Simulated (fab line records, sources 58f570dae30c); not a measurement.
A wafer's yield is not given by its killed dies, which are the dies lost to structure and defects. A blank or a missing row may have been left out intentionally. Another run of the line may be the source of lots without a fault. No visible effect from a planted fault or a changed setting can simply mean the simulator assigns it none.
Problem report in the 8D (eight disciplines) form, filled by code :: flow berkeley_cmos170 :: the parts of the form that need people (team, actions taken, sign-off) are left out

1. THE ISSUE
cd_nm at UCB170_GATE_CD_MEAS_12 reads a mean of 303.2 nm on 9 wafers of 3 lots; wafers without a fault read 350.0 nm with a standard deviation of 1.3. That is -36 standard deviations from the usual mean.
The step: target cd 350 nm.
Seen first at day 7 14:07 on cd_sem-02, wafer L429.1. The record holds 45 wafers of 15 lots with a number at this step. By rule, "out" or "out of limits" means more than 4 standard deviations away from the usual mean. All remaining wafers that have a number are taken as sound.

2. WHAT IT IS; WHAT IT IS NOT
question: which readings at this step
is: cd_nm
is not: -

question: which lots
is: L429, L430, L432
is not: L421, L422, L423, L424, L425, L426, L428, L437, L438, L439, L440, L441

question: which wafers of those lots
is: all that have a number
is not: -

question: read on which gauges
is: cd_sem-02
is not: cd_sem-01

question: when
is: from day 7 14:07
is not: up to then (21 sound wafers); but 15 sound wafers of L437, L438, L439, L440, L441 came after

3. SUSPECTS, AND WHAT RULES EACH OUT
Counting: a tool at a process step up to the reading stays a suspect if it ran every lot that is out and no sound lot after the first of them.
- the gauge at UCB170_GATE_CD_MEAS_12: ruled out. All the wafers that are out were read on cd_sem-02, but those of them that UCB170_GATE_SOFTBAKE_08 has rows for are out there too, on other tools.
- litho_track-01 at UCB170_GATE_SOFTBAKE_08 (time 60 s): kept. It ran every lot that is out, first L429 (day 7 13:00), and no sound lot after that; its last sound lot up to then is L425 (day 6 21:00). On those wafers its own readings are out: heater_power_total_W, plate_temp_C.
After counting, what remains is litho_track-01 at UCB170_GATE_SOFTBAKE_08.

4. THE CAUSE (what the simulator had put in)
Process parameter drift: litho_track-01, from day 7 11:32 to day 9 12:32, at UCB170_GATE_SOFTBAKE_08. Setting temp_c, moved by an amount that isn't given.
The count eliminated every tool but this one.

5. SEQUENCE OF EFFECTS, ordered by route
Rows list readings where the struck wafers' mean (over those with a number) sits beyond 3 standard deviations from the usual. Only readings whose record carries a usual standard deviation are examined. hours: median over the lots of the time between each lot's start at the first step of this table that gives one and its start at this step. sigmas: the change, counted in usual standard deviations.
hours: 0
step: UCB170_GATE_SOFTBAKE_08
reading: heater_power_total_W
usual: 56.80 W
on struck wafers: 65.55
change: +8.75
sigmas: +99 or more

hours: 0
step: UCB170_GATE_SOFTBAKE_08
reading: plate_temp_C
usual: 129.99 C
on struck wafers: 145.13
change: +15.14
sigmas: +99 or more

hours: 1
step: UCB170_GATE_CD_MEAS_12
reading: cd_nm
usual: 350.0 nm
on struck wafers: 303.2
change: -46.8
sigmas: -36
The process steps in it:
- UCB170_GATE_SOFTBAKE_08: time 60 s.

6. HOW IT WOULD HAVE BEEN CAUGHT EARLIER
The first out-of-limits reading at a measuring or inspecting step in this record came at day 7 14:07, 3 hours after the fault's start at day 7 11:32.
The tool's own readings at UCB170_GATE_SOFTBAKE_08 were out on every struck wafer that the step has a row for (heater_power_total_W, plate_temp_C): an alarm limit on them would have fired on the first of those.
Lots out: 3; of these, L430, L432 started UCB170_GATE_SOFTBAKE_08 on litho_track-01 after day 7 14:07. A hold on the tool at that time would have spared those 2.
